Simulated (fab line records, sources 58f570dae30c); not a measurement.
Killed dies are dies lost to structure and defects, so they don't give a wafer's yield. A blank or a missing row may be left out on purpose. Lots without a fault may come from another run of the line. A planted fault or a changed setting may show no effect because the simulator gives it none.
fab line records | flow berkeley_cmos170 | part 2 of 2: steps 32 to 42 of 42
record lots=5 wafers=15 last_day=12
route steps=331 shown NLDD@165 SPACER@171 PSD@175 NSD@187 BACKSIDE@199 SDANNEAL@204
lots that met no fault: from a run of the same line without faults
start_h: hours from the record's first day to the start of the lot's first wafer shown | wait_h: hours since the lot's step before | " the same as in the row above | L1.1+2: a row that stands for several wafers | - no value, or no start given | * or withheld: withheld | < > ~ a bound
route shown NAME@n: a module of which the file shows steps, and the number in the route of the first | usual: mean/standard deviation of fault-free wafers | same: alike in all rows | chamber/n: place in a boat | sites: the reading at each site | _std_site: their standard deviation | _edge_site: outer sites' mean less inner sites' | radius_mm: how far each site lies from the wafer's centre | mask NAME#n: copy n | behind: the tool/chamber that last shaped the wafer | hold: why the lot was held/for how many hours/how that ended | device: the transistor (n, p or np) that didn't switch | end of line: the same wafers' tests at the end of the route | a step without rows: its recipe alone | killed: dies lost to structure and defects at the first sort, not the wafer's yield | map: a wafer's dies, x killed, . not, _ none there
set.NAME: the setting as run; set.NAME@STEP: as run at that earlier step | model.NAME: the simulator's own value behind a step, which no gauge read
lots at some steps of the route; a table a step, a row a wafer
services: from which hour (start_h, from the record's first day; less than 0 if before it) a tool's chamber was out of use, for how many hours, and why
## steps
# step UCB170_NSD_STRIP_09
# recipe chemistry=O2 power_w=400 pressure_mtorr=3500 platen_temp_c=withheld o2_flow_sccm=400 overash_fraction=0.5
# usual drypump_motor_current_A=5.8/0.34 o2_flow_sccm=399.7/1.1 oes_product_au=0.534/0.0043 strip_time_to_endpoint_s=35.80/0.072
# columns lot.wafer tool chamber start_h wait_h drypump_motor_current_A o2_flow_sccm oes_product_au rf_hours_counter_h strip_time_to_endpoint_s
L075.2 plasma_asher-03 1 166.73 0.1 5.5 401.0 0.531 6 35.77
L075.3 " 1 " " 5.5 401.8 0.528 - 35.74
L075.5 " 1 " " 5.5 399.6 0.533 - 35.89
L079.1 plasma_asher-01 1 175.54 0.1 5.5 398.5 0.526 37 35.88
L079.4 " 0 " " 6.2 400.0 0.536 - 35.80
L079.6 " 0 " " 6.2 400.1 0.533 - 35.85
L088.1 plasma_asher-03 0 240.76 0.2 5.9 399.4 0.541 12 35.85
L088.3 " 0 " " 5.9 399.5 0.537 - 35.80
L088.4 " 1 " " 5.5 400.4 0.533 - 35.80
L095.3 plasma_asher-01 1 270.59 0.1 5.5 400.9 0.534 - 35.86
L095.4 " 0 " " 6.2 398.9 0.537 - 35.90
L095.5 " 0 " " 6.2 401.3 0.527 - 35.92
L096.3 plasma_asher-03 1 270.77 0.1 5.5 398.7 0.527 - 35.78
L096.4 " 0 " " 5.8 398.9 0.534 - 35.84
L096.5 " 0 " " 5.8 399.9 0.538 - 35.73
# step UCB170_NSD_TW_MEAS_10
# usual NSD_TW=4177/41
# columns lot.wafer tool chamber start_h wait_h NSD_TW
L075.2 film_metro-02 - 166.84 0.1 4223
L075.3 " - " " 4211
L075.5 " - " " 4209
L079.1 film_metro-03 - 175.64 0.1 4185
L079.4 " - " " 4188
L079.6 " - " " 4201
L088.1 film_metro-03 - 240.86 0.1 4200
L088.3 " - " " 4211
L088.4 " - " " 4220
L095.3 film_metro-04 - 270.68 0.1 4134
L095.4 " - " " 4140
L095.5 " - " " 4161
L096.3 film_metro-04 - 270.86 0.1 4118
L096.4 " - " " 4129
L096.5 " - " " 4126
# step UCB170_NSD_CLEAN_11
# recipe chemistry=SPM temp_c=120 time_s=600
# columns lot.wafer tool chamber start_h wait_h
L075.2+3+5 wet_bench-03 3 166.89 0.0
L079.1+4+6 wet_bench-03 1 175.72 0.1
L088.1+3+4 wet_bench-03 1 240.92 0.1
L095.3+4+5 wet_bench-03 3 270.74 0.0
L096.3+4+5 wet_bench-03 1 270.93 0.1
# step UCB170_BACKSIDE_HMDS_00
# recipe prime_time_s=60 prime_temp_c=100
# columns lot.wafer tool chamber start_h wait_h
L075.2+3+5 litho_track-02 0 167.11 0.0
L079.1+4+6 litho_track-03 0 175.92 0.0
L088.1+3+4 litho_track-03 0 241.14 0.0
L095.3+4+5 litho_track-04 0 270.98 0.1
L096.3+4+5 litho_track-02 0 271.24 0.1
# step UCB170_BACKSIDE_COAT_01
# recipe resist=KrF spin_rpm=1500 resist_thk_nm=900
# usual dispense_pressure_kPa=48.7/0.88
# columns lot.wafer tool chamber start_h wait_h dispense_pressure_kPa
L075.2 litho_track-02 0 167.26 0.1 49.3
L075.3 " 0 " " 49.3
L075.5 " 0 " " 49.3
L079.1 litho_track-03 0 176.07 0.1 47.6
L079.4 " 0 " " 47.6
L079.6 " 0 " " 47.7
L088.1 litho_track-03 0 241.29 0.1 47.7
L088.3 " 0 " " 47.7
L088.4 " 0 " " 47.6
L095.3 litho_track-04 0 271.13 0.1 49.7
L095.4 " 0 " " 49.6
L095.5 " 0 " " 49.7
L096.3 litho_track-02 0 271.39 0.1 49.3
L096.4 " 0 " " 49.3
L096.5 " 0 " " 49.4
# step UCB170_BACKSIDE_SOFTBAKE_02
# recipe resist=KrF temp_c=130 time_s=60
# columns lot.wafer tool chamber start_h wait_h
L075.2+3+5 litho_track-02 0 167.41 0.1
L079.1+4+6 litho_track-03 0 176.22 0.1
L088.1+3+4 litho_track-03 0 241.44 0.1
L095.3+4+5 litho_track-04 0 271.28 0.1
L096.3+4+5 litho_track-02 0 271.54 0.1
# step UCB170_BACKSIDE_STRIP_03
# recipe chemistry=O2 power_w=400 pressure_mtorr=3500 platen_temp_c=withheld o2_flow_sccm=400 overash_fraction=0.5
# usual drypump_motor_current_A=5.9/0.38 o2_flow_sccm=400.0/1.1 oes_product_au=0.735/0.0047 strip_time_to_endpoint_s=21.96/0.057
# columns lot.wafer tool chamber start_h wait_h drypump_motor_current_A o2_flow_sccm oes_product_au rf_hours_counter_h strip_time_to_endpoint_s
L075.2 plasma_asher-04 1 167.53 0.1 5.5 400.0 0.736 46 21.97
L075.3 " 0 " " 6.4 399.6 0.734 - 21.93
L075.5 " 1 " " 5.5 399.7 0.740 - 21.93
L079.1 plasma_asher-04 1 176.37 0.1 5.5 401.5 0.738 47 21.88
L079.4 " 0 " " 6.4 398.5 0.732 - 21.86
L079.6 " 1 " " 5.5 400.7 0.741 - 21.90
L088.1 plasma_asher-03 0 241.59 0.1 5.8 399.6 0.743 13 21.89
L088.3 " 1 " " 5.5 400.5 0.734 - 21.88
L088.4 " 0 " " 5.9 398.0 0.731 - 21.86
L095.3 plasma_asher-03 1 271.42 0.1 5.5 398.3 0.739 - 21.93
L095.4 " 0 " " 5.8 400.7 0.735 - 21.96
L095.5 " 1 " " 5.5 398.8 0.730 - 21.91
L096.3 plasma_asher-04 1 271.67 0.1 5.5 398.7 0.734 - 21.98
L096.4 " 0 " " 6.4 399.2 0.729 - 21.97
L096.5 " 0 " " 6.4 398.6 0.732 - 21.92
# step UCB170_BACKSIDE_CLEAN_04
# recipe chemistry=SPM temp_c=120 time_s=600
# columns lot.wafer tool chamber start_h wait_h
L075.2+3+5 wet_bench-01 2 167.63 0.1
L079.1+4+6 wet_bench-03 0 176.61 0.2
L088.1+3+4 wet_bench-02 0 241.70 0.1
L095.3+4+5 wet_bench-03 1 271.54 0.1
L096.3+4+5 wet_bench-03 2 271.75 0.0
# step UCB170_SDANNEAL_RTA_00
# recipe temp_c=900 time_s=10 ambient=N2
# usual lamp_power_pct=25.0/0.85 wafer_temp_C_max=903.4/0.7
# columns lot.wafer tool chamber start_h wait_h lamp_power_pct wafer_temp_C_max
L075.2 rtp_anneal-02 0 167.99 0.0 25.7 903.8
L075.3 " 0 " " 25.7 903.0
L075.5 " 0 " " 25.7 902.9
L079.1 rtp_anneal-02 0 176.80 0.0 25.7 903.8
L079.4 " 0 " " 25.7 903.9
L079.6 " 0 " " 25.7 903.1
L088.1 rtp_anneal-02 0 241.88 0.0 25.7 902.1
L088.3 " 0 " " 25.7 903.6
L088.4 " 0 " " 25.7 902.7
L095.3 rtp_anneal-02 0 271.76 0.0 25.7 904.2
L095.4 " 0 " " 25.7 903.6
L095.5 " 0 " " 25.7 902.6
L096.3 rtp_anneal-01 0 271.96 0.0 23.9 903.8
L096.4 " 0 " " 23.9 902.6
L096.5 " 0 " " 24.0 903.5
# step UCB170_SDANNEAL_RTA_01
# recipe temp_c=1050 time_s=5 ambient=N2
# usual lamp_power_pct=38.5/1.3 wafer_temp_C_max=1054.0/0.79
# columns lot.wafer tool chamber start_h wait_h lamp_power_pct wafer_temp_C_max
L075.2 rtp_anneal-02 0 168.06 0.1 39.7 1054.4
L075.3 " 0 " " 39.7 1052.4
L075.5 " 0 " " 39.7 1053.6
L079.1 rtp_anneal-02 0 176.86 0.1 39.6 1052.7
L079.4 " 0 " " 39.7 1053.3
L079.6 " 0 " " 39.6 1055.3
L088.1 rtp_anneal-02 0 241.95 0.1 39.6 1053.2
L088.3 " 0 " " 39.6 1054.5
L088.4 " 0 " " 39.7 1053.6
L095.3 rtp_anneal-02 0 271.82 0.1 39.7 1052.7
L095.4 " 0 " " 39.7 1053.7
L095.5 " 0 " " 39.7 1054.6
L096.3 rtp_anneal-01 0 272.03 0.1 37.0 1053.7
L096.4 " 0 " " 36.9 1054.1
L096.5 " 0 " " 37.0 1055.7
# step UCB170_SDANNEAL_RS_MEAS_02
# recipe thk_meas_gauge=four-point-probe
# usual PSD_RS=75.6/0.36
# columns lot.wafer tool chamber start_h wait_h PSD_RS[ohm/sq]
L075.2 film_metro-03 - 168.13 0.1 75.4
L075.3 " - " " 75.2
L075.5 " - " " 75.3
L079.1 film_metro-02 - 176.92 0.0 76.3
L079.4 " - " " 76.2
L079.6 " - " " 76.2
L088.1 film_metro-03 - 242.01 0.1 75.8
L088.3 " - " " 75.5
L088.4 " - " " 75.7
L095.3 film_metro-02 - 271.90 0.1 75.4
L095.4 " - " " 75.5
L095.5 " - " " 75.5
L096.3 film_metro-04 - 272.11 0.1 75.7
L096.4 " - " " 75.2
L096.5 " - " " 75.4
## services
# columns tool chamber start_h hours kind
implanter-01 - 137.14 5.2 pm
implanter-03 - 137.39 4.1 repair
krf_scanner-02 - 144.84 3.6 pm
implanter-04 - 155.25 2.4 repair
krf_scanner-01 - 155.49 1.0 pm
rie_diel-01 3 156.14 8.5 repair
krf_scanner-01 - 157.32 0.6 repair
krf_scanner-01 - 166.84 1.3 pm
krf_scanner-02 - 175.65 8.2 repair
rtp_anneal-01 - 175.86 2.7 pm
implanter-02 - 188.65 5.2 pm
rie_diel-01 2 201.66 5.5 repair
krf_scanner-01 - 207.24 0.8 pm
implanter-01 - 210.28 4.3 pm
krf_scanner-02 - 213.20 0.8 pm
krf_scanner-02 - 214.33 1.3 pm
rie_diel-01 0 215.21 3.0 repair
krf_scanner-02 - 216.35 0.4 repair
plasma_asher-03 - 218.62 8.3 repair
krf_scanner-01 - 219.01 0.8 pm
plasma_asher-02 - 236.25 7.7 repair
pecvd-01 - 242.50 14.0 pm
implanter-02 - 247.97 1.7 repair
implanter-02 - 267.65 13.7 pm
